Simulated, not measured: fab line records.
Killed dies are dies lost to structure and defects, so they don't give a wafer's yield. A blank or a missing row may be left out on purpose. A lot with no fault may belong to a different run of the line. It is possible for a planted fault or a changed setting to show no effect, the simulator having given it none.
A lot that was struck, set against a sound lot    flow rit cmos    20 steps out of a route of 202
Sound: the wafers L827.1, L827.2, L827.5. Wafers L829.1, L829.5, L829.6 were the ones struck. The cause is named last.
Each step with rows lists, per side, the tool, then ch with its chambers, then its first start. Under that, the readings that differ: sound wafers    struck wafers    difference of the means    sigmas: that difference in standard deviations of wafers without a fault.
alike: readings whose means differ by less than 2 such deviations, and words and numbers that are the same on both sides. not compared: withheld readings, readings that some wafer has no value for, bounds like >300 that may hide the same value, and numbers for which the record gives no deviation and whose values overlap.
A row with sigmas, a row that says differs or no value, or rows on one side alone: a step with any of these is where the two part. Non-overlapping numbers with no deviation appear without sigmas and do not part them. A reading that every wafer of one side lacks parts them only if that side has two wafers or more.

RIT_CONTACT_CD_MEAS_08: the cd target is 1000 nm.
  sound on cd sem-01 at day 4 00:10; struck on cd sem-01 at day 4 12:05
  alike: cd nm
RIT_CONTACT_OVL_MEAS_09:
  sound on overlay-02 at day 4 00:17; struck on overlay-02 at day 4 12:12
  alike: CONTACT_OVL
then, 1 step without rows for these wafers: RIT_CONTACT_HARDBAKE_10 (time 60 s).
RIT_CONTACT_ETCH_11: etches SiO2 in CHF3/CF4/Ar, stops on TiSi2, target depth 480 nm, time 320 s.
  sound on rie diel-02 ch 1,3, day 4 00:29; struck on rie diel-01 ch 0,3, day 4 12:23
  alike: chamber pressure mTorr, drypump motor current A, oes product au, throttle valve pct
  not compared: rf hours counter h
RIT_CONTACT_STRIP_12: strips in O2, time 180 s.
  sound on plasma asher-03 ch 0,1, day 4 00:40; struck on plasma asher-02 ch 0,1, day 4 12:35
  alike: chamber pressure mTorr, drypump motor current A
  not compared: rf hours counter h
RIT_CONTACT_CD_MEAS_90: the cd target is 1000 nm.
  sound on cd sem-02 at day 4 00:51; struck on cd sem-01 at day 4 12:45
  alike: cd nm
then, 2 steps without rows for these wafers: RIT_CONTACT_CLEAN_13 (cleans in SC1, time 600 s); RIT_CONTACT_CLEAN_14 (cleans in SC2, time 600 s).
RIT_M1_SPUTTER_00: material Al, target thk 400 nm, time 500 s.
  sound on pvd sputter-03 at day 4 01:20; struck on pvd sputter-04 at day 4 13:13
  alike: throttle valve pct
RIT_M1_RS_MEAS_01: the measuring method here is four-point-probe.
  sound on film metro-01 at day 4 01:38; struck on film metro-04 at day 4 13:31
  alike: M1_AL_RS
RIT_M1_THK_MEAS_02: measures by xrf.
  sound on film metro-01 at day 4 01:45; struck on film metro-04 at day 4 13:38
  alike: M1_AL_THK
then, 1 step without rows for these wafers: RIT_M1_HMDS_03 (prime time 60 s).
RIT_M1_COAT_04: resist thk 1300 nm.
  sound on litho track-03 ch 0, day 4 01:58; struck on litho track-02, day 4 13:51
  no value came back on the struck wafers for chill plate temp C (C), dispense pressure kPa (kPa); on the sound wafers chill plate temp C (C) reads 23.11 23.25 23.27
then, 4 steps without rows for these wafers: RIT_M1_SOFTBAKE_05 (time 60 s); RIT_M1_EXPOSE_06 (exposes mask M12, target cd 2600 nm); RIT_M1_PEB_07; RIT_M1_DEVELOP_08 (develop time 65.25 s).
RIT_M1_CD_MEAS_09: the cd target is 2600 nm.
  sound on cd sem-01 at day 4 02:44; struck on cd sem-01 at day 4 14:37
reading     sound                 struck  difference                     sigmas
cd nm (nm)  2598.3 2599.5 2600.8  - - -   no value on the struck wafers  
RIT_M1_OVL_MEAS_10:
  sound on overlay-02 at day 4 02:51; struck on overlay-02 at day 4 14:46
reading      sound         struck  difference                     sigmas
M1_OVL (nm)  -0.1 1.8 0.4  - - -   no value on the struck wafers  
RIT_M1_PROBE_99:
  sound on prober-02 at day 4 05:41; struck on prober-02 at day 4 17:44
reading                   sound           struck          difference  sigmas
defect limited yield (%)  98.9 98.1 98.1  0 0 0           -98         -82
killed_at_M0_to_M3        0 0 0           260 258 259     +259        +99 or more
killed dies               3 5 5           264 264 264     +260        +81
killed on rim             0 3 1           70 70 70        +69         +57
sort_bin_5_function (%)   0.8 0.8 1.1     98.5 98.9 98.9  +97.9       +99 or more
sort n pass               261 259 259     0 0 0           -260        -81
sort yield pct (%)        98.9 98.1 98.1  0 0 0           -98         -82
  alike: killed at contacts, killed at front end, killed open, killed short, sort_bin_3_pad_short, sort_bin_6_memory

## WHERE THEY PART
At RIT_M1_COAT_04 first; at RIT_M1_PROBE_99 last (within this record only).

WHY: whatever the simulator had introduced
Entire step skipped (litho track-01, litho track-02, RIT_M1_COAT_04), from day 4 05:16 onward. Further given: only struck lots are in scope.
